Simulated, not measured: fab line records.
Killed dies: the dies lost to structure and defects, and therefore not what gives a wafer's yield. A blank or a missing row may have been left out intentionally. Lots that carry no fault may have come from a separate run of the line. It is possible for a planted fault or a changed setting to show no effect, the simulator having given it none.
Comparing a struck lot with a sound one :: flow rit_cmos :: 15 steps out of a route of 202
Sound: wafers L495.2, L495.3, L495.4. Struck: wafers L501.2, L501.5, L501.6. The cause is named last.
For every step that has rows: the tool of each side, followed by ch and its chambers, followed by its first start. Under that, the readings that differ: sound wafers :: struck wafers :: difference of the means :: sigmas: that difference in standard deviations of wafers without a fault.
alike: words and numbers the same on both sides, and readings whose means are apart by under 2 such deviations; not compared: readings that were withheld, readings missing a value for some wafer, numbers with overlapping values and no deviation given by the record, and bounds like >300 which may hide the same value.
The two part at a step that has a row with sigmas, a row that says differs or no value, or rows on one side only. Numbers that don't overlap but have no deviation are shown without sigmas and don't part them. A reading that every wafer of one side lacks parts them only if that side has two wafers or more.

RIT_FOX2_THK_MEAS_01:
  sound on film_metro-02 at day 3 13:05; struck on film_metro-03 at day 4 18:22
  alike: FOX2_OXIDE_THK
then, 2 steps without rows for these wafers: RIT_FOX2_CLEAN_02 (cleans in dHF, time 180 s); RIT_FOX2_WET_ETCH_03 (etches Si3N4 in H3PO4, target depth 195 nm, time 2700 s).
RIT_FOX2_THK_MEAS_90:
  sound on film_metro-02 at day 3 14:44; struck on film_metro-04 at day 4 19:19
  alike: FIELD_OXIDE_LEFT_1_THK
then, 6 steps without rows for these wafers: RIT_NWELL_HMDS_00 (prime time 60 s); RIT_NWELL_COAT_01 (resist thk 1300 nm); RIT_NWELL_SOFTBAKE_02 (time 60 s); RIT_NWELL_EXPOSE_03 (exposes mask M2, target cd 43900 nm); RIT_NWELL_PEB_04; RIT_NWELL_DEVELOP_05 (develop time 68 s).
RIT_NWELL_OVL_MEAS_06:
  sound on overlay-01 at day 3 15:40; struck on overlay-02 at day 4 20:23
  alike: NWELL_OVL
then, 1 step without rows for these wafers: RIT_NWELL_HARDBAKE_07 (time 120 s).
RIT_NWELL_IMPLANT_08:
  sound on implanter-02 ch 0, day 3 15:58; struck on implanter-03 ch 0, day 4 20:41
reading: tilt_deg (degrees)
sound: 7.013 6.999 7.016
struck: 8.460 8.460 8.455
difference: +1.449
sigmas: +76
RIT_NWELL_STRIP_09: strips in O2, time 180 s.
  sound on plasma_asher-02 ch 0,1, day 3 16:05; struck on plasma_asher-03 ch 0,1, day 4 20:49
  alike: drypump_motor_current_A
  not compared: rf_hours_counter_h
RIT_M1_PROBE_99:
  the record has rows for the sound wafers here (prober-02, day 5 06:52) and none for the struck ones

== WHERE THEY PART ==
Last at RIT_M1_PROBE_99 as far as this record goes, first at RIT_NWELL_IMPLANT_08.

WHY: what the simulator had put in
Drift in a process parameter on implanter-03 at RIT_NWELL_IMPLANT_08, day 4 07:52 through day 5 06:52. From 7, the setting tilt_deg moved by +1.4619. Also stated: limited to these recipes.
